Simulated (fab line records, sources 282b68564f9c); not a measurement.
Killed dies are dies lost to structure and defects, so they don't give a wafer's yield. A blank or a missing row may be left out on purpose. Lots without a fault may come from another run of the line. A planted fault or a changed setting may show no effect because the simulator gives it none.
fab line records | flow rit_cmos
record lots=14 wafers=42 last_day=8
route steps=202 shown ACTIVE@4
lots that met no fault: from a run of the same line without faults
start_h: hours from the record's first day to the start of the lot's first wafer shown | wait_h: hours since the lot's step before | " the same as in the row above | L1.1+2: a row that stands for several wafers | - no value, or no start given | * or withheld: withheld | < > ~ a bound
route shown NAME@n: a module of which the file shows steps, and the number in the route of the first | usual: mean/standard deviation of fault-free wafers | same: alike in all rows | chamber/n: place in a boat | sites: the reading at each site | _std_site: their standard deviation | _edge_site: outer sites' mean less inner sites' | radius_mm: how far each site lies from the wafer's centre | mask NAME#n: copy n | behind: the tool/chamber that last shaped the wafer | hold: why the lot was held/for how many hours/how that ended | device: the transistor (n, p or np) that didn't switch | end of line: the same wafers' tests at the end of the route | a step without rows: its recipe alone | killed: dies lost to structure and defects at the first sort, not the wafer's yield | map: a wafer's dies, x killed, . not, _ none there
set.NAME: the setting as run; set.NAME@STEP: as run at that earlier step | model.NAME: the simulator's own value behind a step, which no gauge read
steps of the route over a sample of lots; a table a step, a row a wafer
services: from which hour (start_h, from the record's first day; less than 0 if before it) a tool's chamber was out of use, for how many hours, and why
## steps
# step RIT_ACTIVE_CVD_03
# recipe material=Si3N4 target_thk_nm=150 temp_c=810 precursor=SiH2Cl2/NH3 time_s=1500 pressure_mtorr=300 sih2cl2_flow_sccm=60 nh3_flow_sccm=150
# usual spike_tc_centre_C=811.3/1.8 spike_tc_load_C=835.4/2.7 spike_tc_source_C=830.4/1.7 susceptor_temp_C=810.0/0.31 zone_power_source_pct=21.4/1.8
# columns lot.wafer tool chamber start_h wait_h spike_tc_centre_C spike_tc_load_C spike_tc_source_C susceptor_temp_C zone_power_source_pct
L974.1 lpcvd-01 1 14.57 2.5 810.3 835.9 828.6 810.0 21.7
L974.5 " 1 " " 809.5 836.7 829.5 809.6 21.8
L974.6 " 1 " " 808.9 835.1 829.0 810.0 21.5
L975.1 lpcvd-01 0 17.90 0.5 815.5 835.1 828.9 810.6 24.4
L975.3 " 0 " " 812.4 835.7 832.4 810.0 24.3
L975.5 " 0 " " 811.8 835.0 831.8 810.9 24.4
L976.2 lpcvd-01 1 22.11 0.0 810.9 835.8 830.6 810.2 21.6
L976.3 " 1 " " 809.2 835.2 829.4 810.4 21.9
L976.6 " 1 " " 810.2 834.6 829.8 809.9 21.6
L977.4 lpcvd-01 0 27.11 0.0 812.2 835.0 834.6 810.2 23.9
L977.5 " 0 " " 814.1 836.2 832.2 810.5 24.8
L977.6 " 0 " " 814.2 836.2 832.6 809.8 24.4
L980.3 lpcvd-01 1 42.89 0.0 809.6 835.3 831.4 810.1 21.6
L980.4 " 1 " " 811.9 836.0 829.4 809.6 21.4
L980.6 " 1 " " 810.2 835.0 830.0 809.8 21.4
L981.1 lpcvd-01 1 48.95 0.1 808.8 837.0 831.0 809.6 21.3
L981.2 " 1 " " 809.8 836.0 828.7 810.4 21.4
L981.3 " 1 " " 810.4 834.7 830.3 810.0 21.6
L982.1 lpcvd-01 1 52.46 0.1 809.1 836.1 829.6 810.0 20.8
L982.2 " 1 " " 809.5 835.6 829.7 810.2 21.7
L982.6 " 1 " " 810.1 834.7 828.4 810.6 21.5
L983.2 lpcvd-01 1 58.70 0.0 824.7 852.2 845.5 825.3 22.2
L983.3 " 1 " " 826.0 850.5 844.0 825.0 22.5
L983.5 " 1 " " 822.3 851.5 845.8 825.4 22.6
L985.3 lpcvd-01 0 67.56 0.0 831.5 849.3 847.0 825.3 25.6
L985.4 " 0 " " 829.4 849.5 846.4 824.8 25.5
L985.5 " 0 " " 828.6 850.3 846.1 824.9 25.3
L993.2 lpcvd-02 1 107.67 0.0 813.8 841.6 828.4 810.1 22.1
L993.4 " 1 " " 810.5 841.3 827.0 810.4 22.3
L993.5 " 1 " " 811.6 839.8 828.2 810.4 22.5
L994.1 lpcvd-02 0 115.41 0.1 811.9 833.1 832.8 810.2 18.8
L994.3 " 0 " " 813.3 831.2 834.6 810.3 18.9
L994.5 " 0 " " 814.4 831.3 831.9 810.3 18.9
L995.1 lpcvd-02 1 117.34 0.1 812.8 840.1 827.4 810.2 22.2
L995.3 " 1 " " 811.0 841.4 831.2 810.2 22.3
L995.4 " 1 " " 813.7 841.3 829.7 810.1 22.1
L996.1 lpcvd-01 0 125.88 0.1 813.2 835.3 831.8 809.9 23.8
L996.3 " 0 " " 813.2 834.6 833.5 809.8 24.7
L996.4 " 0 " " 813.5 835.3 832.6 809.8 24.3
L997.3 lpcvd-01 1 132.90 0.0 808.6 834.8 829.6 809.5 20.8
L997.4 " 1 " " 809.5 837.2 830.3 809.8 21.5
L997.5 " 1 " " 810.3 835.7 829.0 810.4 21.1
# step RIT_ACTIVE_THK_MEAS_04
# recipe reads=Si3N4_of_ACTIVE_CVD_03
# usual ACTIVE_NITRIDE_THK=150.4/1.4
# columns lot.wafer tool chamber start_h wait_h ACTIVE_NITRIDE_THK[nm]
L974.1 film_metro-01 - 15.98 0.0 151.8
L974.5 " - " " 151.2
L974.6 " - " " 150.6
L975.1 film_metro-03 - 19.32 0.0 151.2
L975.3 " - " " 150.6
L975.5 " - " " 151.8
L976.2 film_metro-01 - 23.54 0.0 148.0
L976.3 " - " " 148.7
L976.6 " - " " 148.4
L977.4 film_metro-01 - 28.56 0.0 151.9
L977.5 " - " " 152.4
L977.6 " - " " 152.9
L980.3 film_metro-02 - 44.33 0.0 151.2
L980.4 " - " " 151.0
L980.6 " - " " 149.7
L981.1 film_metro-02 - 50.37 0.0 150.8
L981.2 " - " " 151.3
L981.3 " - " " 151.0
L982.1 film_metro-02 - 53.88 0.0 150.4
L982.2 " - " " 148.2
L982.6 " - " " 150.2
L983.2 film_metro-03 - 60.12 0.0 195.0
L983.3 " - " " 195.1
L983.5 " - " " 195.5
L985.3 film_metro-01 - 69.00 0.0 198.5
L985.4 " - " " 198.6
L985.5 " - " " 197.5
L993.2 film_metro-03 - 109.10 0.0 148.1
L993.4 " - " " 148.3
L993.5 " - " " 147.9
L994.1 film_metro-01 - 116.83 0.0 149.9
L994.3 " - " " 149.4
L994.5 " - " " 149.6
L995.1 film_metro-03 - 118.76 0.0 148.4
L995.3 " - " " 148.1
L995.4 " - " " 147.8
L996.1 film_metro-02 - 127.30 0.0 149.6
L996.3 " - " " 151.6
L996.4 " - " " 150.0
L997.3 film_metro-03 - 134.33 0.0 153.2
L997.4 " - " " 152.6
L997.5 " - " " 152.3
# step RIT_ACTIVE_ETCH_13
# recipe stop_on=SiO2 chemistry=SF6 target=Si3N4 time_s=210 over_etch_frac=0.4 SF6_flow_sccm=200 pressure_mtorr=260 rf_w=125 target_depth_a=2100
# usual drypump_motor_current_A=5.8/0.48 oes_product_au=0.825/0.011 throttle_valve_pct=7.53/0.084
# columns lot.wafer tool chamber start_h wait_h drypump_motor_current_A oes_product_au rf_hours_counter_h throttle_valve_pct
L974.1 rie_diel-04 0 17.29 0.1 5.7 0.824 35 7.33
L974.5 " 3 " " 5.6 0.811 - 7.63
L974.6 " 0 " " 5.7 0.828 - 7.33
L975.1 rie_diel-04 1 20.61 0.1 5.3 0.822 113 7.48
L975.3 " 0 " " 5.7 0.824 35 7.32
L975.5 " 1 " " 5.3 0.818 - 7.50
L976.2 rie_diel-03 1 24.74 0.1 5.6 0.817 134 7.62
L976.3 " 3 " " 6.2 0.842 60 7.57
L976.6 " 2 " " 5.9 0.804 - 7.64
L977.4 rie_diel-01 1 29.71 0.1 6.3 0.835 92 7.41
L977.5 " 3 " " 5.8 0.825 - 7.58
L977.6 " 0 " " 6.3 0.838 - 7.54
L980.3 rie_diel-03 2 45.49 0.1 5.9 0.815 161 7.60
L980.4 " 3 " " 6.2 0.846 60 7.57
L980.6 " 0 " " 5.5 0.819 - 7.63
L981.1 rie_diel-01 2 51.67 0.1 5.0 0.811 4 7.49
L981.2 " 3 " " 5.8 0.826 54 7.56
L981.3 " 1 " " 6.3 0.836 92 7.41
L982.1 rie_diel-01 0 55.18 0.1 6.3 0.832 2 7.54
L982.2 " 1 " " 6.4 0.835 92 7.41
L982.6 " 0 " " 6.3 0.819 - 7.52
L983.2 rie_diel-03 0 61.29 0.1 5.5 0.958 112 7.61
L983.3 " 2 " " 5.9 0.949 161 7.62
L983.5 " 1 " " 5.6 0.950 - 7.63
L985.3 rie_diel-01 3 70.16 0.1 5.8 0.956 54 7.56
L985.4 " 0 " " 6.3 0.970 2 7.54
L985.5 " 2 " " 5.0 0.953 - 7.50
L993.2 rie_diel-01 1 110.27 0.1 6.4 0.826 93 7.41
L993.4 " 0 " " 6.3 0.822 2 7.53
L993.5 " 2 " " 5.1 0.815 - 7.47
L994.1 rie_diel-03 2 118.01 0.1 5.9 0.815 162 7.61
L994.3 " 2 " " 5.9 0.807 - 7.61
L994.5 " 3 " " 6.2 0.832 - 7.58
L995.1 rie_diel-01 2 120.24 0.1 5.0 0.811 6 7.47
L995.3 " 0 " " 6.4 0.819 3 7.54
L995.4 " 3 " " 5.8 0.815 55 7.56
L996.1 rie_diel-03 2 128.48 0.1 5.9 0.814 162 7.62
L996.3 " 3 " " 6.2 0.844 61 7.58
L996.4 " 2 " " 5.9 0.817 - 7.62
L997.3 rie_diel-01 3 135.76 0.1 5.8 0.835 55 7.55
L997.4 " 0 " " 6.3 0.833 3 7.52
L997.5 " 2 " " 5.0 0.829 - 7.47
## services
# columns tool chamber start_h hours kind
rie_diel-01 2 -1.86 5.7 repair
lpcvd-02 - 1.34 14.6 pm
rie_diel-01 - 2.34 2.8 pm
rie_diel-03 3 58.70 7.6 repair
rie_diel-03 - 62.19 4.3 pm
rie_diel-03 1 81.59 80.9 repair
rie_diel-04 2 107.10 10.3 repair
rie_diel-03 0 113.14 5.3 repair
lpcvd-01 - 121.78 2.5 repair
lpcvd-01 - 127.36 2.8 pm
## key
first_sign step=RIT_ACTIVE_CVD_03 reading=susceptor_temp_C direction=up sigmas=49 usual=* struck=*
effect step=RIT_ACTIVE_CVD_03 reading=spike_tc_source_C direction=up sigmas=9.3 usual=830.4 struck=845.8
effect step=RIT_ACTIVE_THK_MEAS_04 reading=ACTIVE_NITRIDE_THK direction=up sigmas=32 usual=150.4 struck=196.7
effect step=RIT_ACTIVE_ETCH_13 reading=oes_product_au direction=up sigmas=12 usual=0.825 struck=0.956
met_at RIT_ACTIVE_CVD_03
struck_lots L983,L985
sort_left_out L983.2,L983.3,L983.5
tester_left_out L983,L985
onset_between 52.46 58.70
fault kind=process_parameter_drift tool=lpcvd-01 chamber=- onset_h=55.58 steps=RIT_ACTIVE_CVD_03 channel=temp_c offset=* shape=step end_h=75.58 acts_in=* stated=*
# tester_left_out: of these lots the tester's yield and bins aren't shown, on N5 and GAA mostly nor the transistor test; their killed dies are dies lost to structure and defects alone, not to doping, threshold or leakage, so they don't give the yield
# sort_left_out: the simulated sort isn't trusted on such a fault, so these wafers' sort isn't shown, and their yield isn't known
